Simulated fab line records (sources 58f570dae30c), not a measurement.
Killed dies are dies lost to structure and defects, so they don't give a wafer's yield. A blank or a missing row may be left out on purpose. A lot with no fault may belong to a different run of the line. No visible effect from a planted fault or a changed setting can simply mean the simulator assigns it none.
Which tool is to blame? | flow berkeley_cmos170 | 6 lots, 18 wafers sampled, at 2 steps of a route of 331

== WHAT EACH GAUGE READ, for each wafer ==
UCB170_V1_THK_MEAS_01.
lot  | measured     | on            | V1_TEOS_THK (nm)
L762 | day 8 11:43  | film_metro-02 | 1971 1942 1946
L764 | day 8 23:08  | film_metro-01 | 1965 1968 2022
L769 | day 9 23:19  | film_metro-02 | 2012 2004 2007
L768 | day 10 01:58 | film_metro-01 | 2007 2023 2027
L775 | day 11 01:23 | film_metro-02 | 1991 2019 2010
L780 | day 12 00:16 | film_metro-04 | 1953 2040 2011

== TOOL THAT RAN EACH LOT (tool first, then ch and the chambers of the sampled wafers, then the start) ==
lot  | UCB170_M1_ETCH_11
L762 | rie_diel-02 ch 0,1,3, day 8 08:44
L764 | rie_diel-03 ch 1,2,3, day 8 20:32
L769 | rie_diel-04 ch 0,2, day 9 21:03
L768 | rie_diel-02 ch 0,1, day 9 22:53
L775 | rie_diel-04 ch 0,1,3, day 10 23:29
L780 | rie_diel-03 ch 0,2,3, day 11 21:03
- UCB170_M1_ETCH_11: etches BARC in N2/H2.

== THE ANSWER, worked out from the rows above alone ==
Rule: what is usual is taken from the lots themselves. Put in order of their means at a reading, lots are off if they are a third of the lots or fewer, leave a main group of 4 or more, and stand apart from it by a gap of 3 or more times the standard deviation of the main group's means; of several such gaps the widest counts. A main group is skipped when, at the precision printed for the reading in the tables above, its means are all equal. Also off: a lot with no number at a reading for which 4 or more lots have one. All remaining lots with rows at the step are treated as sound.
Across all readings shown, no lot is off: no conclusion can be drawn from this.

== WHAT WAS PUT IN BY THE SIMULATOR ==
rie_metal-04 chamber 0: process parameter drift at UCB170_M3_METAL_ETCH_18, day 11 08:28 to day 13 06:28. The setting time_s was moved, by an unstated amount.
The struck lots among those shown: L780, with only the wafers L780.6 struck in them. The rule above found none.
